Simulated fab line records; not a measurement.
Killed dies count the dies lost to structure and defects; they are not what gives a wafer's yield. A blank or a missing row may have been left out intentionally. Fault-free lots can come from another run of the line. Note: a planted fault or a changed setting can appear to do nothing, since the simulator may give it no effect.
8D (eight disciplines) problem report, filled in by code / flow rit_cmos / the parts of the form that need people (team, actions taken, sign-off) are left out

## 1. THE PROBLEM
Wafers without a fault read 52.02 W, standard deviation 0.06; heater_power_total_W at RIT_M1_HARDBAKE_11 reads a mean of 53.20 W on 6 wafers belonging to 2 lots. Measured from the usual mean, that is +20 standard deviations.
The step: time 120 s.
First seen on wafer L896.1, day 6 01:41, on litho_track-01. At this step, 42 wafers from 14 lots have a number in the record. By rule, "out" or "out of limits" means more than 4 standard deviations away from the usual mean. The rest of the wafers with a number are treated as sound.

## 2. WHAT THIS IS AND IS NOT
question=which readings at this step | is=heater_power_total_W, plate_temp_C | is not=-
question=which lots | is=L896, L899 | is not=L884, L885, L886, L887, L888, L890, L891, L892, L893, L902, L905, L906
question=which wafers of those lots | is=all that have a number | is not=-
question=read on which tools | is=litho_track-01 | is not=litho_track-02, litho_track-04
question=when | is=from day 6 01:41 | is not=up to then (27 sound wafers); but 9 sound wafers of L902, L905, L906 came after

## 3. THE SUSPECTS, EACH WITH WHAT RULES IT OUT
Counting: a tool at any process step up to the reading remains a suspect when it ran all the lots that are out and ran no sound lot after the first of those.
- litho_track-01 at RIT_M1_HARDBAKE_11 (time 120 s): kept. Every lot that is out went through it, starting with L896 (day 6 01:41), and after that it ran no sound lot; the last sound lot it ran before then is L893 (day 5 10:14). Its own heater_power_total_W, plate_temp_C readings are out on those wafers.
Left after counting: litho_track-01 at RIT_M1_HARDBAKE_11.

## 4. THE CAUSE (what the simulator had put in)
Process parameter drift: litho_track-01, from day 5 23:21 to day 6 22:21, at RIT_M1_HARDBAKE_11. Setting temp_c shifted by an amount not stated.
Counting left only this tool.

## 5. SEQUENCE OF EFFECTS, ordered by route
Rows list readings where the struck wafers' mean (over those with a number) sits beyond 3 standard deviations from the usual. Readings are gone through only where the record gives a usual standard deviation; hours: the median, over the lots, of the time from a lot's start at the first step in this table giving one to that lot's start at this step; sigmas: the change measured in usual standard deviations.
hours=0; step=RIT_M1_HARDBAKE_11; reading=heater_power_total_W; usual=52.02 W; on struck wafers=53.20; change=+1.18; sigmas=+20
hours=0; step=RIT_M1_HARDBAKE_11; reading=plate_temp_C; usual=140.02 C; on struck wafers=142.58; change=+2.56; sigmas=+17
Process steps it contains:
- RIT_M1_HARDBAKE_11: time 120 s.

## 6. HOW IT WOULD HAVE BEEN CAUGHT EARLIER
In this record no reading fell out of limits until day 6 01:41, 2 hours after the fault had begun at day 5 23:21.
